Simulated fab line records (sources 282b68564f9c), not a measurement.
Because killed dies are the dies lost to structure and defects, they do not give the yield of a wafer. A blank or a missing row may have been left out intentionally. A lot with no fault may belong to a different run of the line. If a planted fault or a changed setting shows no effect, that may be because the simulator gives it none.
fab line records ; flow ritCmos
record: lots: 11; wafers: 33; lastDay: 7
route steps=202 shown NRETRO@56 M1@202
lots that met no fault: from a run of the same line without faults
startH: start of the lot's first displayed wafer, in hours after the record's first day ; waitH: hours elapsed since this lot's preceding step ; " the same as in the row above ; L1.1+2: several wafers, shown together as one row ; - no value, or no start was given ; * or withheld: withheld ; < > ~ a bound
route shown NAME@n: names a module that has steps shown in the file, with the first one's number in the route ; usual: average and standard deviation across the fault-free wafers ; same: alike in all rows ; chamber/n: place in a boat ; sites: per-site readings ; _std_site: their standard deviation ; _edge_site: inner sites' mean taken away from outer sites' mean ; radiusMm: how far each site lies from the wafer's centre ; mask NAME#n: copy n ; behind: the most recent tool/chamber to have shaped the wafer ; hold: cause of the lot's hold/its duration in hours/its outcome ; device: which transistor (n, p or np) failed to switch ; end of line: the tests these same wafers got at the end of their route ; where a step has no rows: the recipe by itself ; killed: dies that structure and defects cost at the first sort, which is not the same as the wafer's yield ; map: a wafer's dies, marking killed ones x, the rest . and places with no die _
set.NAME: setting as actually run; set.NAME@STEP: the setting as run at that earlier step ; model.NAME: the simulator's own value behind a step, which no gauge read
one table for each step of the route and one row for each wafer, over a sample of lots
services: a tool's chamber out of use, with start hour (startH, from the record's first day; less than 0 if before it), hours out, and reason
== steps ==
step: RIT_NRETRO_EXPOSE_03
recipe: maskId: M4; na: 0.57; targetCdNm: 43900; doseMj: 250
usual: focusOffsetNm: 0.1/0.5; reticleTempC: 23.00/0.1; stageVelMmS: 500.00/0.27
lot.wafer;tool;chamber;startH;waitH;mask;focusOffsetNm;reticleTempC;stageVelMmS
L746.3;ilineStepper-02;0;28.92;0.2;M4#0;-0.6;23.05;500.10
L746.5;ilineStepper-02;0;28.92;0.2;M4#0;0.7;23.02;500.12
L746.6;ilineStepper-02;0;28.92;0.2;M4#0;-1.4;23.04;500.28
L747.1;ilineStepper-01;0;35.28;0.2;M4#0;0.1;23.01;500.12
L747.5;ilineStepper-01;0;35.28;0.2;M4#0;0.6;22.91;500.28
L747.6;ilineStepper-01;0;35.28;0.2;M4#0;-0.6;22.95;499.95
L750.2;ilineStepper-01;0;55.34;0.1;M4#0;0.1;22.91;499.59
L750.3;ilineStepper-01;0;55.34;0.1;M4#0;0.3;23.01;499.91
L750.4;ilineStepper-01;0;55.34;0.1;M4#0;-0.1;23.02;499.66
L752.3;ilineStepper-01;0;60.92;0.2;M4#0;-0.1;23.04;500.30
L752.4;ilineStepper-01;0;60.92;0.2;M4#0;0.3;22.98;499.90
L752.6;ilineStepper-01;0;60.92;0.2;M4#0;0.1;23.04;500.05
L753.3;ilineStepper-01;0;64.67;0.1;M4#0;-0.7;23.04;499.87
L753.4;ilineStepper-01;0;64.67;0.1;M4#0;0.0;23.06;499.78
L753.6;ilineStepper-01;0;64.67;0.1;M4#0;-0.2;23.03;499.90
L758.2;ilineStepper-01;0;89.49;0.2;M4#0;-0.1;22.97;500.13
L758.5;ilineStepper-01;0;89.49;0.2;M4#0;0.3;22.99;500.16
L758.6;ilineStepper-01;0;89.49;0.2;M4#0;0.2;22.99;499.99
L760.2;ilineStepper-02;0;99.96;0.1;M4#0;-0.5;23.06;499.72
L760.5;ilineStepper-02;0;99.96;0.1;M4#0;-0.2;23.01;499.84
L760.6;ilineStepper-02;0;99.96;0.1;M4#0;0.1;22.87;499.89
L761.2;ilineStepper-02;0;105.19;0.1;M4#0;-0.5;23.16;500.13
L761.3;ilineStepper-02;0;105.19;0.1;M4#0;-0.6;22.95;499.82
L761.5;ilineStepper-02;0;105.19;0.1;M4#0;-1.1;22.85;499.97
L763.2;ilineStepper-02;0;113.80;0.2;M4#0;0.0;23.06;500.56
L763.3;ilineStepper-02;0;113.80;0.2;M4#0;0.7;23.04;500.39
L763.4;ilineStepper-02;0;113.80;0.2;M4#0;0.6;23.09;500.36
L764.1;ilineStepper-02;0;118.76;0.1;M4#0;0.6;23.09;500.16
L764.4;ilineStepper-02;0;118.76;0.1;M4#0;-0.2;23.15;500.18
L764.5;ilineStepper-02;0;118.76;0.1;M4#0;1.1;23.04;499.87
L766.2;ilineStepper-02;0;128.62;0.2;M4#0;0.2;23.07;499.69
L766.5;ilineStepper-02;0;128.62;0.2;M4#0;-0.2;23.10;499.96
L766.6;ilineStepper-02;0;128.62;0.2;M4#0;-0.1;22.92;499.85
step: RIT_NRETRO_OVL_MEAS_06
usual: NRETRO_OVL: -0.6/1.5
lot.wafer;tool;chamber;startH;waitH;NRETRO_OVL[nm]
L746.3;overlay-01;-;29.32;-;-0.9
L746.5;overlay-01;-;29.32;-;-0.6
L746.6;overlay-01;-;29.32;-;-1.1
L747.1;overlay-01;-;35.71;-;0.3
L747.5;overlay-01;-;35.71;-;-1.4
L747.6;overlay-01;-;35.71;-;-0.9
L750.2;overlay-01;-;55.75;-;-
L750.3;overlay-01;-;55.75;-;-
L750.4;overlay-01;-;55.75;-;-
L752.3;overlay-01;-;61.32;-;-
L752.4;overlay-01;-;61.32;-;-
L752.6;overlay-01;-;61.32;-;-
L753.3;overlay-02;-;65.07;-;-
L753.4;overlay-02;-;65.07;-;-
L753.6;overlay-02;-;65.07;-;-
L758.2;overlay-02;-;89.91;-;-
L758.5;overlay-02;-;89.91;-;-
L758.6;overlay-02;-;89.91;-;-
L760.2;overlay-01;-;100.37;-;0.7
L760.5;overlay-01;-;100.37;-;0.0
L760.6;overlay-01;-;100.37;-;0.1
L761.2;overlay-02;-;105.60;-;0.8
L761.3;overlay-02;-;105.60;-;1.2
L761.5;overlay-02;-;105.60;-;-0.6
L763.2;overlay-01;-;114.22;-;1.8
L763.3;overlay-01;-;114.22;-;0.1
L763.4;overlay-01;-;114.22;-;-0.7
L764.1;overlay-01;-;119.19;-;-1.8
L764.4;overlay-01;-;119.19;-;-0.2
L764.5;overlay-01;-;119.19;-;-1.8
L766.2;overlay-02;-;129.04;-;1.7
L766.5;overlay-02;-;129.04;-;2.6
L766.6;overlay-02;-;129.04;-;0.8
step: RIT_M1_PROBE_99
usual: killed_at_M0_to_M3: 0.0/0.2; killedAtContacts: 0.2/0.38; killedAtFrontEnd: 6.7/3; killedDies: 6.9/3; killedOnRim: 1.8/1.4; killedOpen: 3.5/1.9; killedShort: 3.3/2
same: grossDies: 264; killed_at_M4_up: 0; killedAtBackSide: 0; killedAtOther: 0
lot.wafer;tool;chamber;startH;waitH;killed_at_M0_to_M3;killedAtContacts;killedAtFrontEnd;killedDies;killedOnRim;killedOpen;killedShort
L750.2;prober-01;-;86.66;0.1;0;0;264;264;70;5;3
L750.3;prober-01;-;86.71;0.2;0;0;264;264;70;2;5
L750.4;prober-01;-;86.76;0.2;0;1;263;264;70;8;2
L752.3;prober-01;-;89.68;0.2;0;0;264;264;70;4;1
L752.4;prober-01;-;89.73;0.2;0;0;264;264;70;3;0
L752.6;prober-01;-;89.83;0.2;0;0;264;264;70;0;1
L753.3;prober-02;-;93.99;0.2;1;0;263;264;70;3;2
L753.4;prober-02;-;94.04;0.2;0;0;264;264;70;5;2
L753.6;prober-02;-;94.14;0.2;1;0;263;264;70;4;5
L758.2;prober-01;-;118.22;0.1;0;0;264;264;70;5;5
L758.5;prober-01;-;118.37;0.2;0;0;264;264;70;3;1
L758.6;prober-01;-;118.42;0.2;0;0;264;264;70;5;6
L760.2;prober-01;-;128.42;0.1;0;0;6;6;2;5;1
L760.5;prober-01;-;128.57;0.2;0;0;6;6;0;2;4
L760.6;prober-01;-;128.62;0.2;0;0;4;4;1;3;1
L761.2;prober-02;-;133.50;0.1;0;1;7;8;2;3;5
L761.3;prober-02;-;133.55;0.2;0;0;4;4;1;3;1
L761.5;prober-02;-;133.65;0.2;0;0;7;7;2;4;3
L763.2;prober-02;-;141.30;0.1;0;0;11;11;3;6;5
L763.3;prober-02;-;141.35;0.2;0;0;9;9;3;4;5
L763.4;prober-02;-;141.40;0.2;0;0;3;3;1;3;0
L764.1;prober-01;-;149.40;0.1;0;0;10;10;3;5;5
L764.4;prober-01;-;149.55;0.2;0;0;4;4;2;3;1
L764.5;prober-01;-;149.60;0.2;0;0;9;9;2;4;5
killed by level:class
L750.2 NRETRO:overlay=256 GATE:geometricParticle:open=2 SILICIDE:geometricParticle:open=2 GATE:geometricParticle:short=1 SPACER:geometricParticle:short=1 SPACER:geometricParticle:open=1 SILICIDE:geometricParticle:short=1
L750.3 NRETRO:overlay=257 FOX2:geometricParticle:short=2 FOX1:geometricParticle:short=1 GATE:geometricParticle:open=1 GATE:geometricParticle:short=1 SILICIDE:geometricParticle:short=1 SILICIDE:geometricParticle:open=1
L750.4 NRETRO:overlay=254 FOX1:geometricParticle:open=3 SPACER:geometricParticle:open=2 FOX2:geometricParticle:open=1 REOX:geometricParticle:short=1 REOX:geometricParticle:open=1 SPACER:geometricParticle:short=1 CONTACT:geometricParticle:open=1
L752.3 NRETRO:overlay=259 GATE:geometricParticle:open=3 GATE:geometricParticle:short=1 SPACER:geometricParticle:open=1
L752.4 NRETRO:overlay=261 SILICIDE:geometricParticle:open=2 SPACER:geometricParticle:open=1
L752.6 NRETRO:overlay=263 REOX:geometricParticle:short=1
L753.3 NRETRO:overlay=258 SPACER:geometricParticle:open=3 GATE:geometricParticle:short=1 SPACER:geometricParticle:short=1 M1:coatMicrobubblePrinted=1
L753.4 NRETRO:overlay=257 GATE:geometricParticle:open=4 FOX2:geometricParticle:open=1 GATE:geometricParticle:short=1 SPACER:geometricParticle:short=1
L753.6 NRETRO:overlay=254 GATE:geometricParticle:short=3 GATE:geometricParticle:open=3 FOX1:geometricParticle:short=1 REOX:geometricParticle:open=1 SPACER:geometricParticle:short=1 M1:coatMicrobubblePrinted=1
L758.2 NRETRO:overlay=254 GATE:geometricParticle:short=5 FOX2:geometricParticle:open=2 GATE:geometricParticle:open=2 REOX:geometricParticle:open=1
L758.5 NRETRO:overlay=260 GATE:geometricParticle:open=2 REOX:geometricParticle:short=1 REOX:geometricParticle:open=1
L758.6 NRETRO:overlay=253 GATE:geometricParticle:short=4 SPACER:geometricParticle:open=4 GATE:geometricParticle:open=1 REOX:geometricParticle:short=1 SILICIDE:geometricParticle:short=1
L760.2 GATE:geometricParticle:open=4 FOX1:geometricParticle:open=1 REOX:geometricParticle:short=1
L760.5 GATE:geometricParticle:short=3 FOX1:geometricParticle:short=1 GATE:geometricParticle:open=1 SILICIDE:geometricParticle:open=1
L760.6 GATE:geometricParticle:open=1 REOX:geometricParticle:open=1 SPACER:geometricParticle:short=1 SPACER:geometricParticle:open=1
L761.2 GATE:geometricParticle:short=2 SILICIDE:geometricParticle:short=2 FOX2:geometricParticle:short=1 SPACER:geometricParticle:open=1 SILICIDE:geometricParticle:open=1 CONTACT:geometricParticle:open=1
L761.3 FOX1:geometricParticle:open=1 FOX2:geometricParticle:short=1 FOX2:geometricParticle:open=1 GATE:geometricParticle:open=1
L761.5 SILICIDE:geometricParticle:open=2 FOX1:geometricParticle:short=1 FOX2:geometricParticle:short=1 GATE:geometricParticle:open=1 REOX:geometricParticle:short=1 SPACER:geometricParticle:open=1
L763.2 SPACER:geometricParticle:short=2 SPACER:geometricParticle:open=2 SILICIDE:geometricParticle:open=2 FOX2:geometricParticle:open=1 FOX2:geometricParticle:short=1 GATE:geometricParticle:short=1 GATE:geometricParticle:open=1 SILICIDE:geometricParticle:short=1
L763.3 FOX2:geometricParticle:short=2 SILICIDE:geometricParticle:open=2 GATE:geometricParticle:short=1 REOX:geometricParticle:short=1 REOX:geometricParticle:open=1 SPACER:geometricParticle:short=1 SPACER:geometricParticle:open=1
L763.4 FOX1:geometricParticle:open=1 GATE:geometricParticle:open=1 SPACER:geometricParticle:open=1
L764.1 GATE:geometricParticle:short=2 GATE:geometricParticle:open=2 REOX:geometricParticle:short=2 SPACER:geometricParticle:open=2 REOX:geometricParticle:open=1 SILICIDE:geometricParticle:short=1
L764.4 FOX2:geometricParticle:open=1 GATE:geometricParticle:short=1 GATE:geometricParticle:open=1 SILICIDE:geometricParticle:open=1
L764.5 GATE:geometricParticle:short=4 GATE:geometricParticle:open=2 REOX:geometricParticle:open=2 FOX1:geometricParticle:short=1
== services ==
tool;chamber;startH;hours;kind
ilineStepper-02;-;47.82;4.0;repair
ilineStepper-01;0;115.92;-;calibration
== key ==
firstSign: step: RIT_NRETRO_OVL_MEAS_06; reading: NRETRO_OVL; direction: missing
effect: step: RIT_M1_PROBE_99; reading: killedAtFrontEnd; direction: up; sigmas: 86; usual: 6.7; struck: 263.8
moreKillsBornAt: RIT_NRETRO_EXPOSE_03@ilineStepper-01: 3086
metAt RIT_NRETRO_EXPOSE_03
struckLots L750,L752,L753,L758
testerLeftOut L750,L752,L753,L758
onsetBetween 35.28 55.34
fault: kind: scannerMatchingOverlay; tool: ilineStepper-01; chamber: -; onsetH: 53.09; steps: RIT_NRETRO_EXPOSE_03; offset: 8203.3
testerLeftOut: of these lots the tester's yield and bins aren't shown, on N5 and GAA mostly nor the transistor test; their killed dies are dies lost to structure and defects alone, not to doping, threshold or leakage, so they don't give the yield
